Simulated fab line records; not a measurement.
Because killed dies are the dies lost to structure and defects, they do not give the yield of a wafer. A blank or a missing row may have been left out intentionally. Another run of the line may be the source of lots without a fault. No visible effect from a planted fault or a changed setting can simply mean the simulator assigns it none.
fab line records	flow ritCmos
[record] lots = 6	wafers = 18	lastDay = 7
route steps=202 shown M1@184
lots that met no fault: from a run of the same line without faults
startH: hours from the record's opening day to when the first of the lot's shown wafers began	waitH: hours since the lot's step before	" unchanged from the row above	L1.1+2: one row covering several wafers at once	- no value present, or no start provided	* or withheld: withheld	< > ~ a bound
route shown NAME@n: NAME is a module with steps in the file, n the number in the route of the first one	usual: mean/standard deviation taken from wafers without a fault	same: alike in all rows	chamber/n: place in a boat	sites: each site's reading	_std_site: how widely they spread, as a standard deviation	_edge_site: mean of outer sites minus mean of inner sites	radiusMm: for every site, how far away it sits from the centre of the wafer	mask NAME#n: copy n	behind: the most recent tool/chamber to have shaped the wafer	hold: why the lot went on hold/how many hours it stayed there/how the hold came to an end	device: names the non-switching transistor (n, p or np)	end of line: the route-end tests of the same wafers	a step with no rows: only its recipe	killed: not the wafer's yield, but the dies lost to structure and defects at the first sort	map: a wafer's dies, marking killed ones x, the rest . and places with no die _
set.NAME: the setting that was run; set.NAME@STEP: the one run at that earlier step	model.NAME: the simulator's own value behind a step, which no gauge read
a table for each step, a row for each wafer; lots at some steps of the route
services: when a tool's chamber went out of use (startH, in hours from the record's first day, below 0 if earlier), for how many hours, and the reason
[[steps]]
[step RIT_M1_SPUTTER_00]
[recipe] material = Al	targetThkNm = 400	powerW = 2000	chamberPressurePa = 0.4	gas = Ar	timeS = 500	substrateTempC = 25
[usual] throttleValvePct = 29.9/0.89
lot.wafer	tool	chamber	startH	waitH	throttleValvePct
L717.2	pvdSputter-04	-	69.03	0.0	29.6
L717.3	"	-	"	"	28.8
L717.4	"	-	"	"	31.2
L721.2	pvdSputter-04	-	84.73	0.0	29.9
L721.3	"	-	"	"	31.2
L721.4	"	-	"	"	29.2
L723.1	pvdSputter-04	-	97.32	0.0	29.1
L723.2	"	-	"	"	31.2
L723.5	"	-	"	"	29.1
L725.1	pvdSputter-04	-	107.96	0.0	29.2
L725.4	"	-	"	"	30.3
L725.5	"	-	"	"	30.2
L733.1	pvdSputter-04	-	148.45	0.0	28.9
L733.3	"	-	"	"	31.2
L733.4	"	-	"	"	30.2
L736.2	pvdSputter-01	-	159.67	0.0	30.9
L736.3	"	-	"	"	28.7
L736.5	"	-	"	"	29.0
[step RIT_M1_RS_MEAS_01]
[recipe] thkMeasGauge = four-point-probe	reads = Al_of_M1_SPUTTER_00
[usual] M1_AL_RS = 0.0729/0.00083
lot.wafer	tool	chamber	startH	waitH	M1_AL_RS[ohm/sq]
L717.2	filmMetro-01	-	69.34	0.2	0.0723
L717.3	"	-	"	"	0.0723
L717.4	"	-	"	"	0.0732
L721.2	filmMetro-01	-	85.05	0.2	0.0730
L721.3	"	-	"	"	0.0735
L721.4	"	-	"	"	0.0727
L723.1	filmMetro-04	-	97.61	0.1	0.0736
L723.2	"	-	"	"	0.0738
L723.5	"	-	"	"	0.0733
L725.1	filmMetro-02	-	108.25	0.1	0.0721
L725.4	"	-	"	"	0.0726
L725.5	"	-	"	"	0.0732
L733.1	filmMetro-02	-	148.74	0.1	0.0724
L733.3	"	-	"	"	0.0726
L733.4	"	-	"	"	0.0731
L736.2	filmMetro-02	-	159.98	0.2	0.0737
L736.3	"	-	"	"	0.0742
L736.5	"	-	"	"	0.0738
[step RIT_M1_THK_MEAS_02]
[recipe] thkMeasGauge = xrf	reads = Al_of_M1_SPUTTER_00
[usual] M1_AL_THK = 401/6
lot.wafer	tool	chamber	startH	waitH	M1_AL_THK[nm]
L717.2	filmMetro-01	-	69.45	0.1	397
L717.3	"	-	"	"	399
L717.4	"	-	"	"	392
L721.2	filmMetro-01	-	85.16	0.1	395
L721.3	"	-	"	"	395
L721.4	"	-	"	"	398
L723.1	filmMetro-04	-	97.73	0.1	395
L723.2	"	-	"	"	396
L723.5	"	-	"	"	394
L725.1	filmMetro-02	-	108.37	0.1	409
L725.4	"	-	"	"	405
L725.5	"	-	"	"	401
L733.1	filmMetro-02	-	148.86	0.1	407
L733.3	"	-	"	"	407
L733.4	"	-	"	"	403
L736.2	filmMetro-02	-	160.09	0.1	402
L736.3	"	-	"	"	396
L736.5	"	-	"	"	398
[step RIT_M1_HMDS_03]
[recipe] primeTimeS = 60	primeTempC = 140
[step RIT_M1_COAT_04]
[recipe] resist = NOVOLAK	spinRpm = 2000	resistThkNm = 1300
[step RIT_M1_SOFTBAKE_05]
[recipe] resist = NOVOLAK	tempC = 90	timeS = 60
[step RIT_M1_EXPOSE_06]
[recipe] maskId = M12	na = 0.6	sourceShape = conventional	sigmaOuter = 0.5	targetCdNm = 2600	doseMj = 250
[step RIT_M1_PEB_07]
[recipe] resist = NOVOLAK	tempC = withheld	timeS = withheld
[step RIT_M1_DEVELOP_08]
[recipe] resist = NOVOLAK	developTimeS = 68	devTempC = 23
[step RIT_M1_CD_MEAS_09]
[recipe] targetCdNm = 2600
[usual] cdNm = 2600.4/2.4
lot.wafer	tool	chamber	startH	waitH	cdNm
L717.2	cdSem-01	-	70.48	-	2596.8
L717.3	"	-	"	"	2602.3
L717.4	"	-	"	"	2598.6
L721.2	cdSem-02	-	86.23	-	2596.7
L721.3	"	-	"	"	2597.5
L721.4	"	-	"	"	2596.8
L723.1	cdSem-02	-	98.80	-	2597.5
L723.2	"	-	"	"	2598.3
L723.5	"	-	"	"	2598.6
L725.1	cdSem-01	-	109.44	-	2601.0
L725.4	"	-	"	"	2601.4
L725.5	"	-	"	"	2603.4
L733.1	cdSem-01	-	149.89	-	2598.9
L733.3	"	-	"	"	2598.0
L733.4	"	-	"	"	2596.2
L736.2	cdSem-01	-	161.16	-	2597.9
L736.3	"	-	"	"	2600.9
L736.5	"	-	"	"	2598.5
[step RIT_M1_OVL_MEAS_10]
[usual] M1_OVL = -1.1/1.4
lot.wafer	tool	chamber	startH	waitH	M1_OVL[nm]
L717.2	overlay-02	-	70.58	0.1	-3.2
L717.3	"	-	"	"	-2.2
L717.4	"	-	"	"	-0.1
L721.2	overlay-01	-	86.34	0.1	-2.1
L721.3	"	-	"	"	-0.8
L721.4	"	-	"	"	-0.6
L723.1	overlay-02	-	98.92	0.1	-1.0
L723.2	"	-	"	"	0.9
L723.5	"	-	"	"	-0.2
L725.1	overlay-01	-	109.56	0.1	-2.5
L725.4	"	-	"	"	-0.6
L725.5	"	-	"	"	-0.9
L733.1	overlay-02	-	150.01	0.1	-0.8
L733.3	"	-	"	"	-0.8
L733.4	"	-	"	"	-2.3
L736.2	overlay-02	-	161.27	0.1	-3.2
L736.3	"	-	"	"	-3.9
L736.5	"	-	"	"	-4.4
[step RIT_M1_HARDBAKE_11]
[recipe] resist = NOVOLAK	tempC = 140	timeS = 120
[step RIT_M1_METAL_ETCH_12]
[recipe] stopOn = SiO2	chemistry = Cl2/BCl3	target = Al	timeS = 165	overEtchFrac = 0.5	pressureMtorr = 100	targetDepthA = 6000	rfW = 250	Cl2_flow_sccm = 60	bcl3FlowSccm = 50
[usual] drypumpMotorCurrentA = 5.9/0.57	oesProductAu = 0.787/0.01	rfFwdPowerW = 249.0/0.89	runLengthS = 193.42/0.29	throttleValvePct = 8.33/0.088
[same] overEtchFrac = 0.5
lot.wafer	tool	chamber	startH	waitH	drypumpMotorCurrentA	oesProductAu	rfFwdPowerW	rfHoursCounterH	runLengthS	throttleValvePct	model.NOVOLAK_of_M1_COAT_04.thkNm	model.M1.featureDepthNm	model.etch.depthNm
L717.2	rieMetal-02	1	71.11	0.2	5.7	0.798	248.5	-	194.21	8.25	818.2	436.2	404.4
L717.3	"	1	"	"	5.7	0.796	249.6	-	193.64	8.27	820	436.3	404.8
L717.4	"	1	"	"	5.7	0.797	249.5	-	193.35	8.28	816.7	431.4	399.7
L721.2	rieMetal-03	0	86.74	0.2	6.5	0.795	249.0	38	193.04	8.39	817.1	432.1	400.9
L721.3	"	0	"	"	6.6	0.788	249.4	-	193.28	8.38	814.9	429.6	398.1
L721.4	"	1	"	"	4.9	0.790	249.2	-	193.37	8.27	804.8	435.5	402.6
L723.1	rieMetal-02	1	99.20	0.2	5.7	0.793	249.6	3	193.25	8.24	811.6	430.3	398.9
L723.2	"	1	"	"	5.7	0.798	248.0	-	193.36	8.25	807.9	429.5	397.9
L723.5	"	1	"	"	5.7	0.789	250.3	-	193.35	8.27	813.7	431.6	400.1
L725.1	rieMetal-04	0	109.84	0.2	5.9	0.783	247.9	4	193.79	8.50	818.9	438.8	407.1
L725.4	"	1	"	"	6.5	0.791	248.9	-	193.22	8.31	809.7	436.7	404
L725.5	"	1	"	"	6.5	0.784	246.8	-	193.20	8.32	806	433.6	400.9
L733.1	rieMetal-04	0	150.30	0.2	6.0	0.985	-	5	128.30	8.48	941.8	351.9	351.9
L733.3	"	0	"	"	6.0	0.992	-	-	127.76	8.47	937.4	352.2	352.2
L733.4	"	1	"	"	6.5	1.005	-	-	127.11	8.26	938.9	358.2	358.2
L736.2	rieMetal-04	1	161.55	0.2	6.5	1.014	-	5	127.34	8.27	934.2	361.1	361.1
L736.3	"	0	"	"	6.0	0.986	-	-	127.70	8.47	937.3	353	353
L736.5	"	0	"	"	5.9	0.999	-	-	127.96	8.47	933.3	357	357
[step RIT_M1_STRIP_13]
[recipe] chemistry = nmp	resist = NOVOLAK	tempC = 80	timeS = 600	dry = n2Spin
[step RIT_M1_PROBE_99]
[usual] defectLimitedYield = 97.4/1.2	killed_at_M0_to_M3 = 0.0/0.18	killedAtContacts = 0.1/0.32	killedAtFrontEnd = 7/3	killedDies = 7/3.1	killedOnRim = 1.9/1.5	killedOpen = 3.3/1.8	killedShort = 3.6/2	sort_bin_3_pad_short = 0.1/0.22	sort_bin_5_function = 1.4/0.84	sort_bin_6_memory = 1.0/0.67	sortNPass = 257/3.1	sortYieldPct = 97.4/1.2
[same] grossDies = 264	killed_at_M4_up = 0	killedAtBackSide = 0	killedAtOther = 0
lot.wafer	tool	chamber	startH	waitH	hold	defectLimitedYield[%]	killed_at_M0_to_M3	killedAtContacts	killedAtFrontEnd	killedDies	killedOnRim	killedOpen	killedShort	sort_bin_3_pad_short[%]	sort_bin_5_function[%]	sort_bin_6_memory[%]	sortNPass	sortYieldPct[%]	model.etest.tester.sortNPass	model.etest.tester.sortYieldPct	model.etest.tester.sort_bin_5_pct	model.etest.pmos_0p3.overLimit	model.etest.pmos_0p15.overLimit	model.etest.fieldPMetal.short	model.etest.antennaM1.short	model.etest.polyCombOverSteps.short
L717.2	prober-01	-	73.52	0.1	-	98.5	0	0	4	4	3	2	2	0	0.8	0.8	260	98.5	260	98.48	0.7576	0	0	0	0	0
L717.3	prober-01	-	73.57	0.2	-	97.3	1	0	6	7	1	4	3	0.4	0.8	1.5	257	97.3	257	97.35	0.7576	0	0	0	0	0
L717.4	prober-01	-	73.62	0.2	-	98.9	0	0	3	3	0	1	2	0.4	0.8	0	261	98.9	261	98.86	0.7576	0	0	0	0	0
L721.2	prober-01	-	89.04	0.1	-	98.1	0	0	5	5	0	2	3	0.4	0.8	0.8	259	98.1	259	98.11	0.7576	0	0	0	0	0
L721.3	prober-01	-	89.09	0.2	-	99.2	0	0	2	2	1	1	1	0	0.4	0.4	262	99.2	262	99.24	0.3788	0	0	0	0	0
L721.4	prober-01	-	89.14	0.2	-	97.7	0	0	6	6	3	1	5	0	1.5	0.8	258	97.7	258	97.73	1.515	0	0	0	0	0
L723.1	prober-01	-	101.63	0.1	-	99.2	0	0	2	2	0	1	1	0	0.8	0	262	99.2	262	99.24	0.7576	0	0	0	0	0
L723.2	prober-01	-	101.68	0.1	-	96.2	1	0	9	10	4	4	5	0	1.5	2.3	254	96.2	254	96.21	1.515	0	0	0	0	0
L723.5	prober-01	-	101.83	0.2	-	97.0	1	0	7	8	3	4	3	0.4	0.4	2.3	256	97.0	256	96.97	0.3788	0	0	0	0	0
L725.1	prober-01	-	112.27	0.1	-	98.5	0	0	4	4	1	1	3	0	0.4	1.1	260	98.5	260	98.48	0.3788	0	0	0	0	0
L725.4	prober-01	-	112.42	0.2	-	97.3	0	0	7	7	1	4	3	0	1.9	0.8	257	97.3	257	97.35	1.894	0	0	0	0	0
L725.5	prober-01	-	112.47	0.2	-	97.0	0	0	8	8	2	4	4	0.4	1.1	1.5	256	97.0	256	96.97	1.136	0	0	0	0	0
L733.1	prober-01	-	152.57	0.1	awaitDispo/2.4h/scrap	0	258	0	6	264	70	1	5	0	98.9	1.1	0	0	0	0	98.86	1	1	1	1	1
L733.3	prober-01	-	152.67	0.2	awaitDispo/2.4h/scrap	0	258	0	6	264	70	3	3	0	99.2	0.8	0	0	0	0	99.24	1	1	1	1	1
L733.4	prober-01	-	152.72	0.2	awaitDispo/2.4h/scrap	0	261	0	3	264	70	3	0	0	99.6	0.4	0	0	0	0	99.62	1	1	1	1	1
L736.2	prober-02	-	163.92	0.1	awaitDispo/1.9h/scrap	0	259	0	5	264	70	4	1	0	99.2	0.8	0	0	0	0	99.24	1	1	1	1	1
L736.3	prober-02	-	163.97	0.2	awaitDispo/1.9h/scrap	0	257	1	6	264	70	3	4	0.4	98.9	0.8	0	0	0	0	98.86	1	1	1	1	1
L736.5	prober-02	-	164.07	0.2	awaitDispo/1.9h/scrap	0	250	1	13	264	70	5	8	0.4	98.5	1.1	0	0	0	0	98.48	1	1	1	1	1
// killed by level:class
L717.2 FOX1:geometricParticle:open=1 SPACER:geometricParticle:short=1 SILICIDE:geometricParticle:open=1 SILICIDE:geometricParticle:short=1
L717.3 REOX:geometricParticle:open=2 FOX2:geometricParticle:open=1 GATE:geometricParticle:short=1 GATE:geometricParticle:open=1 SPACER:geometricParticle:short=1 M1:geometricParticle:short=1
L717.4 FOX1:geometricParticle:open=1 REOX:geometricParticle:short=1 SILICIDE:geometricParticle:short=1
L721.2 SILICIDE:geometricParticle:short=2 GATE:geometricParticle:open=1 GATE:geometricParticle:short=1 REOX:geometricParticle:open=1
L721.3 GATE:geometricParticle:short=1 GATE:geometricParticle:open=1
L721.4 GATE:geometricParticle:short=4 GATE:geometricParticle:open=1 REOX:geometricParticle:short=1
L723.1 FOX1:geometricParticle:open=1 SILICIDE:geometricParticle:short=1
L723.2 GATE:geometricParticle:open=3 GATE:geometricParticle:short=3 REOX:geometricParticle:open=1 SPACER:geometricParticle:short=1 SILICIDE:geometricParticle:short=1 M1:coatMicrobubblePrinted=1
L723.5 GATE:geometricParticle:open=3 FOX1:geometricParticle:open=1 FOX1:geometricParticle:short=1 GATE:geometricParticle:short=1 REOX:geometricParticle:short=1 M1:coatMicrobubblePrinted=1
L725.1 FOX1:geometricParticle:open=1 FOX1:geometricParticle:short=1 GATE:geometricParticle:short=1 SPACER:geometricParticle:short=1
L725.4 SILICIDE:geometricParticle:open=3 GATE:geometricParticle:short=1 REOX:geometricParticle:short=1 SPACER:geometricParticle:short=1 STARTING-WAFER:geometricParticle:open=1
L725.5 REOX:geometricParticle:short=3 SPACER:geometricParticle:open=3 GATE:geometricParticle:open=1 GATE:geometricParticle:short=1
L733.1 M1:areaEtch=258 GATE:geometricParticle:short=3 FOX1:geometricParticle:short=1 GATE:geometricParticle:open=1 REOX:geometricParticle:short=1
L733.3 M1:areaEtch=258 GATE:geometricParticle:open=3 FOX2:geometricParticle:short=1 GATE:geometricParticle:short=1 SILICIDE:geometricParticle:short=1
L733.4 M1:areaEtch=261 GATE:geometricParticle:open=2 FOX1:geometricParticle:open=1
L736.2 M1:areaEtch=259 GATE:geometricParticle:open=3 FOX2:geometricParticle:open=1 GATE:geometricParticle:short=1
L736.3 M1:areaEtch=257 SILICIDE:geometricParticle:open=2 FOX1:geometricParticle:short=1 FOX2:geometricParticle:short=1 GATE:geometricParticle:short=1 SPACER:geometricParticle:open=1 CONTACT:geometricParticle:short=1
L736.5 M1:areaEtch=250 GATE:geometricParticle:short=5 GATE:geometricParticle:open=2 REOX:geometricParticle:short=2 ACTIVE:geometricParticle:short=1 FOX1:geometricParticle:open=1 SPACER:geometricParticle:open=1 SILICIDE:geometricParticle:open=1
// map L733.1 (x killed, . not)
________xxxxxxx_______
_____xxxxxxxxxxxxx____
____xxxxxxxxxxxxxxx___
___xxxxxxxxxxxxxxxxx__
__xxxxxxxxxxxxxxxxxxx_
__xxxxxxxxxxxxxxxxxxx_
_xxxxxxxxxxxxxxxxxxxxx
_xxxxxxxxxxxxxxxxxxxxx
_xxxxxxxxxxxxxxxxxxxxx
_xxxxxxxxxxxxxxxxxxxxx
__xxxxxxxxxxxxxxxxxxx_
__xxxxxxxxxxxxxxxxxxx_
___xxxxxxxxxxxxxxxxx__
____xxxxxxxxxxxxxxx___
_____xxxxxxxxxxxxx____
________xxxxxxx_______
// map L736.2 (x killed, . not)
________xxxxxxx_______
_____xxxxxxxxxxxxx____
____xxxxxxxxxxxxxxx___
___xxxxxxxxxxxxxxxxx__
__xxxxxxxxxxxxxxxxxxx_
__xxxxxxxxxxxxxxxxxxx_
_xxxxxxxxxxxxxxxxxxxxx
_xxxxxxxxxxxxxxxxxxxxx
_xxxxxxxxxxxxxxxxxxxxx
_xxxxxxxxxxxxxxxxxxxxx
__xxxxxxxxxxxxxxxxxxx_
__xxxxxxxxxxxxxxxxxxx_
___xxxxxxxxxxxxxxxxx__
____xxxxxxxxxxxxxxx___
_____xxxxxxxxxxxxx____
________xxxxxxx_______
[[services]]
tool	chamber	startH	hours	kind
rieMetal-02	0	46.48	102.1	repair
rieMetal-03	-	136.12	20.0	pm
rieMetal-03	0	136.12	20.0	ventCycle
rieMetal-03	1	136.12	20.0	ventCycle
rieMetal-03	0	156.12	-	clean
rieMetal-03	1	156.12	-	clean
[[key]]
[firstSign] step = RIT_M1_METAL_ETCH_12	reading = runLengthS	direction = down	sigmas = 99+	usual = *	struck = *
[effect] step = RIT_M1_METAL_ETCH_12	reading = oesProductAu	direction = up	sigmas = 20	usual = 0.787	struck = 0.997
[effect] step = RIT_M1_PROBE_99	reading = killed_at_M0_to_M3	direction = up	sigmas = 99+	usual = 0.0	struck = 257.2
[modelEffect] step = RIT_M1_METAL_ETCH_12	value = NOVOLAK_of_M1_COAT_04.thkNm	without = 806.8	struck = 937.1
[modelEffect] step = RIT_M1_PROBE_99	value = etest.tester.sortNPass	without = 257.2	struck = 0
[moreKillsBornAt] RIT_M1_METAL_ETCH_12@rieMetal-04 = 1543
metAt RIT_M1_METAL_ETCH_12
struckWafers L733.1,L733.3,L733.4,L736.2,L736.3,L736.5
laterRowsLeftOut L733.1,L733.3,L733.4,L736.2,L736.3,L736.5
onsetBetween 109.84 150.30
[fault] kind = processParameterDrift	tool = rieMetal-04	chamber = -	onsetH = 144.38	steps = RIT_M1_METAL_ETCH_12	channel = timeS	offset = *	shape = step	endH = 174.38	stated = *
// laterRowsLeftOut: the simulator's readings of these wafers behind a module that went badly wrong aren't trusted and aren't shown, but for the sort
